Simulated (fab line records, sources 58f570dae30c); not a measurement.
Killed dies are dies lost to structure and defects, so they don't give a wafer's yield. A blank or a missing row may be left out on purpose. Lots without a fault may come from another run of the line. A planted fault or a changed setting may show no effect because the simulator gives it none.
Which tool did it? | flow berkeley_cmos170 | 15 lots, 45 wafers sampled, at 6 steps of a route of 331

WHAT THE GAUGES READ, wafer by wafer
UCB170_GATE_CD_MEAS_12: target cd 350 nm.
lot  | measured     | on        | cd_nm (nm)
L826 | day 7 09:49  | cd_sem-01 | 347.7 350.1 348.7
L827 | day 7 09:35  | cd_sem-01 | 351.8 352.2 351.1
L828 | day 7 10:04  | cd_sem-01 | 350.8 351.6 350.6
L832 | day 8 08:56  | cd_sem-01 | 349.6 351.0 349.4
L833 | day 8 21:47  | cd_sem-02 | 351.1 351.4 351.4
L834 | day 9 03:44  | cd_sem-02 | 350.9 349.0 350.7
L837 | day 9 03:37  | cd_sem-02 | 347.3 349.0 347.2
L838 | day 9 03:23  | cd_sem-02 | 347.7 348.1 348.2
L839 | day 10 03:44 | cd_sem-01 | 345.7 346.2 345.9
L842 | day 11 00:16 | cd_sem-02 | 351.7 352.3 351.6
L843 | day 11 21:32 | cd_sem-01 | 350.9 349.5 349.5
L844 | day 11 21:11 | cd_sem-02 | 348.1 346.9 347.0
L846 | day 11 20:56 | cd_sem-02 | 350.2 350.5 349.6
L845 | day 11 21:22 | cd_sem-01 | 349.6 349.4 349.2
L847 | day 12 08:50 | cd_sem-01 | 349.9 349.2 350.5

UCB170_SPACER_THK_MEAS_01.
lot  | measured     | on            | SPACER_TEOS_THK (nm)
L826 | day 7 14:48  | film_metro-04 | 369 368 378
L827 | day 7 14:25  | film_metro-01 | 376 379 381
L828 | day 7 15:04  | film_metro-02 | 373 374 375
L832 | day 8 14:07  | film_metro-04 | 372 379 377
L833 | day 9 03:39  | film_metro-04 | 367 376 371
L834 | day 9 09:15  | film_metro-04 | 366 375 376
L837 | day 9 08:52  | film_metro-02 | 379 369 383
L838 | day 9 08:37  | film_metro-04 | 361 368 368
L839 | day 10 14:10 | film_metro-04 | 365 367 366
L842 | day 11 05:23 | film_metro-01 | 371 409 373
L843 | day 12 01:50 | film_metro-04 | 406 365 376
L844 | day 12 01:47 | film_metro-01 | 365 369 373
L846 | day 12 01:46 | film_metro-04 | 405 377 380
L845 | day 12 01:46 | film_metro-02 | 370 367 372
L847 | day 12 12:53 | film_metro-04 | 371 375 373

UCB170_M1_CD_MEAS_09: target cd 700 nm.
lot  | measured     | on        | cd_nm (nm)
L826 | day 8 07:20  | cd_sem-01 | 699.4 700.6 700.1
L827 | day 8 07:02  | cd_sem-02 | 698.8 698.6 700.1
L828 | day 8 09:22  | cd_sem-02 | 701.6 702.0 702.4
L832 | day 9 10:37  | cd_sem-02 | 700.5 702.6 700.5
L833 | day 10 11:25 | cd_sem-01 | 696.9 697.6 697.5
L834 | day 10 08:22 | cd_sem-01 | 701.3 701.2 700.9
L837 | day 10 11:40 | cd_sem-02 | 699.0 700.9 700.2
L838 | day 10 11:58 | cd_sem-02 | 700.4 701.2 700.7
L839 | day 11 06:05 | cd_sem-01 | 700.7 701.3 701.3
L842 | day 11 22:31 | cd_sem-02 | 702.8 701.9 702.1
L843 | day 13 05:38 | cd_sem-01 | 699.0 698.8 698.9
L844 | day 13 04:32 | cd_sem-01 | 700.0 700.2 701.2
L846 | day 13 03:42 | cd_sem-01 | 702.2 700.7 702.0
L845 | day 13 05:23 | cd_sem-01 | 701.0 701.3 700.6
L847 | day 13 09:53 | cd_sem-01 | 703.2 703.6 702.4

WHICH TOOL RAN EACH LOT (tool, then ch and the chambers of the sampled wafers, then the start)
lot  | UCB170_ZERO_STRIP_07                | UCB170_SPACER_CVD_00            | UCB170_SPACER_ETCHBACK_03
L826 | plasma_asher-03 ch 0,1, day 1 23:50 | pecvd-01 ch 0,1,2, day 7 14:46  | rie_diel-04 ch 0,1,3, day 7 20:18
L827 | plasma_asher-04 ch 0, day 2 04:26   | pecvd-03 ch 0,1, day 7 14:22    | rie_diel-03 ch 0,1,3, day 7 20:18
L828 | plasma_asher-03 ch 0,1, day 2 08:59 | pecvd-03 ch 0,1,2, day 7 15:02  | rie_diel-01 ch 0,1,2, day 7 20:18
L832 | plasma_asher-04 ch 0,1, day 3 13:38 | pecvd-02 ch 1,2, day 8 14:03    | rie_diel-04 ch 0,1,2, day 8 19:19
L833 | plasma_asher-02 ch 0, day 3 13:50   | pecvd-03 ch 1,2, day 9 03:36    | rie_diel-01 ch 0,1, day 9 15:04
L834 | plasma_asher-04 ch 0,1, day 3 16:16 | pecvd-01 ch 0, day 9 09:11      | rie_diel-01 ch 1,3, day 9 15:00
L837 | plasma_asher-02 ch 0,1, day 4 05:28 | pecvd-02 ch 1,2, day 9 08:48    | rie_diel-03 ch 1,2, day 9 15:04
L838 | plasma_asher-02 ch 0,1, day 4 10:34 | pecvd-03 ch 0,2, day 9 08:33    | rie_diel-04 ch 0,3, day 9 15:04
L839 | plasma_asher-02 ch 0, day 4 16:45   | pecvd-03 ch 0,2, day 10 14:05   | rie_diel-03 ch 0,2,3, day 10 18:08
L842 | plasma_asher-02 ch 0,1, day 5 06:55 | pecvd-01 ch 0,1,2, day 11 05:20 | rie_diel-04 ch 0,2,3, day 11 10:05
L843 | plasma_asher-02 ch 0,1, day 5 13:05 | pecvd-01 ch 0,1,2, day 12 01:46 | rie_diel-04 ch 0,1,2, day 12 14:27
L844 | plasma_asher-04 ch 0,1, day 5 18:51 | pecvd-02 ch 0,1, day 12 01:43   | rie_diel-03 ch 2,3, day 12 14:22
L846 | plasma_asher-04 ch 0,1, day 5 23:40 | pecvd-01 ch 0,1, day 12 01:43   | rie_diel-04 ch 0,1,2, day 12 14:22
L845 | plasma_asher-03 ch 0,1, day 6 00:22 | pecvd-03 ch 0,2, day 12 01:43   | rie_diel-01 ch 1,2,3, day 12 14:22
L847 | plasma_asher-03 ch 0,1, day 6 07:59 | pecvd-03 ch 0,2, day 12 12:50   | rie_diel-04 ch 1,3, day 12 21:58
- UCB170_ZERO_STRIP_07: strips in O2.
- UCB170_SPACER_CVD_00: deposits SiO2 from TEOS/O2, target thk 376 nm, time 47 s.
- UCB170_SPACER_ETCHBACK_03: etches SiO2 in CHF3/CF4/Ar, stops on Si, target depth 376 nm, time 100 s.

WHAT THE TOOLS THEMSELVES READ (means of the sampled wafers that have a number; where no wafer has one, the mark that the record gives instead)
UCB170_ZERO_STRIP_07.
lot  | tool            | drypump_motor_current_A (A) | oes_product_au (a.u.) | strip_time_to_endpoint_s (s)
L826 | plasma_asher-03 | 5.5                         | 0.728                 | 21.49
L827 | plasma_asher-04 | 5.7                         | 0.726                 | 21.57
L828 | plasma_asher-03 | 5.5                         | 0.729                 | 21.52
L832 | plasma_asher-04 | 5.6                         | 0.728                 | 21.48
L833 | plasma_asher-02 | 6.3                         | 0.726                 | 21.47
L834 | plasma_asher-04 | 5.4                         | 0.728                 | 21.42
L837 | plasma_asher-02 | 6.1                         | 0.722                 | 21.42
L838 | plasma_asher-02 | 6.1                         | 0.728                 | 21.35
L839 | plasma_asher-02 | 6.3                         | 0.730                 | 21.49
L842 | plasma_asher-02 | 6.1                         | 0.728                 | 21.46
L843 | plasma_asher-02 | 6.1                         | 0.729                 | 21.51
L844 | plasma_asher-04 | 5.5                         | 0.736                 | 21.52
L846 | plasma_asher-04 | 5.6                         | 0.722                 | 21.51
L845 | plasma_asher-03 | 5.2                         | 0.726                 | 21.49
L847 | plasma_asher-03 | 5.5                         | 0.725                 | 21.46

UCB170_SPACER_CVD_00.
lot  | tool     | heater_power_w (W) | rf_fwd_power_W (W)
L826 | pecvd-01 | 313                | 543.9
L827 | pecvd-03 | 262                | 542.3
L828 | pecvd-03 | 277                | 542.8
L832 | pecvd-02 | 307                | 542.4
L833 | pecvd-03 | 257                | 544.7
L834 | pecvd-01 | 351                | 542.5
L837 | pecvd-02 | 320                | 542.4
L838 | pecvd-03 | 250                | 542.0
L839 | pecvd-03 | 292                | 546.7
L842 | pecvd-01 | 306                | 617.0
L843 | pecvd-01 | 300                | 615.5
L844 | pecvd-02 | 270                | 542.3
L846 | pecvd-01 | 321                | 615.6
L845 | pecvd-03 | 288                | 543.1
L847 | pecvd-03 | 311                | 545.7

UCB170_SPACER_ETCHBACK_03.
lot  | tool        | cf4_flow_sccm (sccm) | drypump_motor_current_A (A) | mfc_ar_sccm (sccm) | oes_product_au (a.u.) | throttle_valve_pct (%)
L826 | rie_diel-04 | 9.99                 | 6.0                         | 120.2              | 0.903                 | 6.46
L827 | rie_diel-03 | 10.01                | 6.0                         | 120.0              | 0.898                 | 6.47
L828 | rie_diel-01 | 9.99                 | 5.6                         | 120.2              | 0.896                 | 6.54
L832 | rie_diel-04 | 10.02                | 6.0                         | 119.8              | 0.909                 | 6.52
L833 | rie_diel-01 | 10.03                | 6.2                         | 120.0              | 0.892                 | 6.51
L834 | rie_diel-01 | 10.00                | 6.6                         | 120.0              | 0.898                 | 6.44
L837 | rie_diel-03 | 10.02                | 5.4                         | 120.0              | 0.909                 | 6.58
L838 | rie_diel-04 | 10.04                | 5.9                         | 120.1              | 0.888                 | 6.37
L839 | rie_diel-03 | 10.00                | 6.2                         | 119.9              | 0.887                 | 6.51
L842 | rie_diel-04 | 10.02                | 5.7                         | 120.1              | 0.922                 | 6.42
L843 | rie_diel-04 | 10.01                | 5.9                         | 119.7              | 0.920                 | 6.53
L844 | rie_diel-03 | 10.03                | 6.4                         | 120.0              | 0.885                 | 6.47
L846 | rie_diel-04 | 10.00                | 6.0                         | 120.2              | 0.933                 | 6.54
L845 | rie_diel-01 | 10.00                | 6.1                         | 120.4              | 0.904                 | 6.48
L847 | rie_diel-04 | 10.04                | 6.2                         | 120.3              | 0.918                 | 6.54

THE ANSWER, worked out from the rows above alone
Rule: what is usual is taken from the lots themselves. Put in order of their means at a reading, lots are off if they are a third of the lots or fewer, leave a main group of 4 or more, and stand apart from it by a gap of 3 or more times the standard deviation of the main group's means; of several such gaps the widest counts. A main group whose means are all the same, to the digits that the tables above print for the reading, isn't used. A lot without any number at a reading at which 4 lots or more have one is off too. The other lots that the step has rows for count as sound. The gauges are gone through in route order, then the tools' own readings, and for those a lot's mean is taken as printed above. The first step at which some lot is off is used, and at that step the reading that is off furthest; a lot without a number counts as furthest.
Off: L842, L843, L846, at UCB170_SPACER_CVD_00 (rf_fwd_power_W). The main group: mean 543.4 W, standard deviation 1.5.
A tool fits if, at that step or a process step before it, it ran every lot that is off, and no sound lot after the first of them. One fits: pecvd-01 at UCB170_SPACER_CVD_00. Its last sound lot is L834 (day 9 09:11), its first lot that is off L842 (day 11 05:20): a fault that began between those two fits.
The tool's own readings at UCB170_SPACER_CVD_00 bear it out: on the lots that are off they differ by more than 5 times the standard deviation of the sound lots' means. rf_fwd_power_W reads 616.0 W there against 543.4 W on the sound lots.

WHAT THE SIMULATOR HAD PUT IN
Process parameter drift: pecvd-01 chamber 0, from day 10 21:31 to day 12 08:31, at UCB170_SPACER_CVD_00. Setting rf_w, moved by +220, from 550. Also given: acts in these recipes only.
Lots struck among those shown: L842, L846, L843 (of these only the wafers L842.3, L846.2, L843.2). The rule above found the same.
